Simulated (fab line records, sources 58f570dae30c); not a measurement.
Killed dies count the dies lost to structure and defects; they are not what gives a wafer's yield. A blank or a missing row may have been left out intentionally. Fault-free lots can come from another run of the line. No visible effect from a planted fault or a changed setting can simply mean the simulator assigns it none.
Split-lot trial    flow berkeley_cmos170    23 wafers read from 5 lots, route of 331 steps

== SPLIT DETAILS ==
At UCB170_M2_PEB_13, the setting peb_temp_c was moved away from the recipe's 130 C on 11 of the 23 wafers read, by -2.8% to +1.2%. This setting was run at the recipe's value on the other wafers.

== FROM THE SPLIT TO THE READING: what the file shows between them, 5 steps ==
- UCB170_M2_DEVELOP_14: develop time 45 s
- UCB170_M2_CD_MEAS_15: target cd 700 nm
- UCB170_M2_ETCH_17: etches BARC in N2/H2
- UCB170_M2_METAL_ETCH_18: etches Al in Cl2/BCl3, stops on SiO2, target depth 1170 nm, time 195 s
- UCB170_M2_STRIP_19: strips in O2

== THE READING ==
Shown in nm: cd_nm at UCB170_M2_CD_MEAS_90, with target cd 700 nm. Fault-free wafers of this fab line usually give 698.8 nm, standard deviation 2.9 nm.

wafer   tool, chamber at the split  peb_temp_c as run, C  against the recipe  cd_nm, nm  against lot-mates on the recipe
L074.2  litho_track-02, 0           126.3                 -2.8%               725.1      +26.9
L074.3  litho_track-02, 0           126.3                 -2.8%               727.4      +29.2
L074.4  litho_track-02, 0           130                   recipe              700.2      -
L074.5  litho_track-02, 0           130                   recipe              696.1      -
L074.6  litho_track-02, 0           126.3                 -2.8%               725.9      +27.7
L076.1  litho_track-03, 0           130                   recipe              703.2      -
L076.2  litho_track-03, 0           127.9                 -1.6%               717.1      +17.4
L076.3  litho_track-03, 0           130                   recipe              697.6      -
L076.4  litho_track-03, 0           130                   recipe              698.2      -
L076.5  litho_track-03, 0           127.9                 -1.6%               715.7      +16.0
L078.1  litho_track-03, 0           130                   recipe              705.1      -
L078.3  litho_track-03, 0           130                   recipe              702.2      -
L078.6  litho_track-03, 0           130                   recipe              698.2      -
L083.1  litho_track-02, 0           130                   recipe              698.5      -
L083.2  litho_track-02, 0           131.5                 +1.2%               691.2      -7.8
L083.4  litho_track-02, 0           131.5                 +1.2%               684.9      -14.1
L083.5  litho_track-02, 0           131.5                 +1.2%               686.2      -12.8
L083.6  litho_track-02, 0           130                   recipe              699.6      -
L085.1  litho_track-03, 0           129                   -0.8%               704.1      +8.1
L085.2  litho_track-03, 0           130                   recipe              695.2      -
L085.4  litho_track-03, 0           129                   -0.8%               703.8      +7.8
L085.5  litho_track-03, 0           129                   -0.8%               703.4      +7.4
L085.6  litho_track-03, 0           130                   recipe              696.8      -

THE FIT
A straight line over all 23 wafers: cd_nm changes by -9.65 nm for each +1% of peb_temp_c; r = -0.97; the points scatter about the line by 2.7 nm.
The same after taking each lot's own level away (the mean of its wafers on the recipe; 23 wafers): -9.95 nm for each +1%; r = -0.99; scatter 2 nm.
That fit puts the effect of the largest move of peb_temp_c on the reading at 28 nm.
Measured against the standard deviation above, the lots' own levels, which go from 696.00 to 701.83 nm, span 2.0 times it.
So the lot-to-lot level changes the slope little: the two slopes agree.
Check: +28.7 nm against its lot-mates is what the line predicts for one of the wafers moved furthest among these (-2.8%) when that wafer is left out of the fit. Against them it came out at +26.9 nm.

== THE WHOLE CHAIN: every reading that the file lists as answering this split, in the file's order ==
step                     what it does                                                            reading                                                    change (the file's fit)               r (the file's)
UCB170_M2_CD_MEAS_15     target cd 700 nm                                                        cd_nm                                                      -9.45 nm for each +1% of the setting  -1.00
UCB170_M2_ETCH_17        etches BARC in N2/H2                                                    M2.cd_nm (the simulator's own value, which no gauge read)  -9.55 nm for each +1% of the setting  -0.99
UCB170_M2_METAL_ETCH_18  etches Al in Cl2/BCl3, stops on SiO2, target depth 1170 nm, time 195 s  M2.cd_nm (the simulator's own value, which no gauge read)  -10 nm for each +1% of the setting    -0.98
UCB170_M2_CD_MEAS_90     target cd 700 nm                                                        cd_nm                                                      -9.98 nm for each +1% of the setting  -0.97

== FILE'S OWN FIT ==
cd_nm changes by -9.98 nm for each +1% of peb_temp_c, r = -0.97.
